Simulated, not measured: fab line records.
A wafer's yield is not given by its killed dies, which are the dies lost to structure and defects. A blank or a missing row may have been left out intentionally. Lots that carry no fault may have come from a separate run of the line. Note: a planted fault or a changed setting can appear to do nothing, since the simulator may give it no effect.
Struck lot and sound lot, side by side || flow berkeley-cmos170 || 17 steps out of a route of 331
Sound: wafers L245.1, L245.3, L245.5. Struck: wafers L249.3, L249.4, L249.6. At the end, the cause is stated.
Order at every step that has rows: each side's tool, ch and its chambers, its first start. Under that, the readings that differ: sound wafers || struck wafers || difference of the means || sigmas: that difference in standard deviations of wafers without a fault.
alike: same words and numbers on both sides, and readings whose means sit less than 2 such deviations apart. not compared: any withheld reading, any reading some wafer has no value for, any bound like >300 that may hide the same value, and any number with overlapping values for which the record gives no deviation.
A row with sigmas, a row that says differs or no value, or rows on one side alone: a step with any of these is where the two part. Numbers that have no deviation but don't overlap get no sigmas and don't part them. Lack of a reading on every wafer of one side parts them only where that side has two or more wafers.

first, 1 step without rows for these wafers: UCB170_CONTACT_CLEAN_20 (cleans in SPM, time 600 s).
UCB170_M1_SPUTTER_00: material Al, target thk 600 nm, time 80 s.
  sound on pvd-sputter-04, day 7 15:11; struck on pvd-sputter-02, day 8 05:28
  alike: throttle-valve-pct
UCB170_M1_RS_MEAS_01: measures by four-point-probe.
  sound on film-metro-01, day 7 15:15; struck on film-metro-03, day 8 05:34
  alike: M1_AL_RS
UCB170_M1_THK_MEAS_02: measures by xrf.
  sound on film-metro-01, day 7 15:22; struck on film-metro-03, day 8 05:40
  alike: M1_AL_THK
then, 6 steps without rows for these wafers: UCB170_M1_COAT_03; UCB170_M1_COAT_04 (resist thk 900 nm); UCB170_M1_SOFTBAKE_05 (time 60 s); UCB170_M1_EXPOSE_06 (exposes mask METAL1, target cd 700 nm); UCB170_M1_PEB_07; UCB170_M1_DEVELOP_08 (develop time 45 s).
UCB170_M1_CD_MEAS_09: the cd target is 700 nm.
  sound on cd-sem-02, day 7 16:30; struck on cd-sem-01, day 8 07:02
  alike: cd-nm
UCB170_M1_OVL_MEAS_10:
  sound on overlay-02, day 7 16:37; struck on overlay-02, day 8 07:08
  alike: M1_OVL
UCB170_M1_ETCH_11: etches BARC in N2/H2.
  sound on rie-diel-04 ch 0,1,3, day 7 16:40; struck on rie-diel-02 ch 0,3, day 8 07:10
  no value came back on the struck wafers for any of 5 readings (bias-w (W), chamber-pressure-mTorr (mTorr) and others); on the sound wafers bias-w (W) reads 99.64 100.11 99.88
UCB170_M1_METAL_ETCH_12: etches Al in Cl2/BCl3, stops on PSG, target depth 780 nm, time 130 s.
  sound on rie-metal-01 ch 0,1, day 7 16:42; struck on rie-metal-02 ch 0,1, day 8 07:15
{"reading": "oes-product-au (a.u.)", "sound": "0.852 0.861 0.845", "struck": "0.355 0.385 0.376", "difference": -0.481, "sigmas": -40}
  alike: bcl3-flow-sccm, bias-w, drypump-motor-current-A, he-backside-leak-sccm, throttle-valve-pct
  not compared: rf-hours-counter-h
UCB170_M1_STRIP_13: strips in O2.
  sound on plasma-asher-03 ch 0, day 7 16:50; struck on plasma-asher-01 ch 0,1, day 8 07:22
{"reading": "drypump-motor-current-A (A)", "sound": "6.16 6.18 6.17", "struck": "5.58 5.87 5.57", "difference": -0.50, "sigmas": -2}
  alike: oes-product-au
  not compared: rf-hours-counter-h
UCB170_M1_CD_MEAS_90: the cd target is 700 nm.
  sound on cd-sem-02, day 7 16:56; struck on cd-sem-02, day 8 07:29
{"reading": "cd-nm (nm)", "sound": "699.6 696.8 700.4", "struck": "- - -", "difference": "no value on the struck wafers", "sigmas": ""}
then, 1 step without rows for these wafers: UCB170_M1_ANNEAL_14 (time 1200 s).

== WHERE THEY PART ==
At UCB170_M1_ETCH_11 first; at UCB170_M1_CD_MEAS_90 last (within this record only).

WHY: what had been put in by the simulator
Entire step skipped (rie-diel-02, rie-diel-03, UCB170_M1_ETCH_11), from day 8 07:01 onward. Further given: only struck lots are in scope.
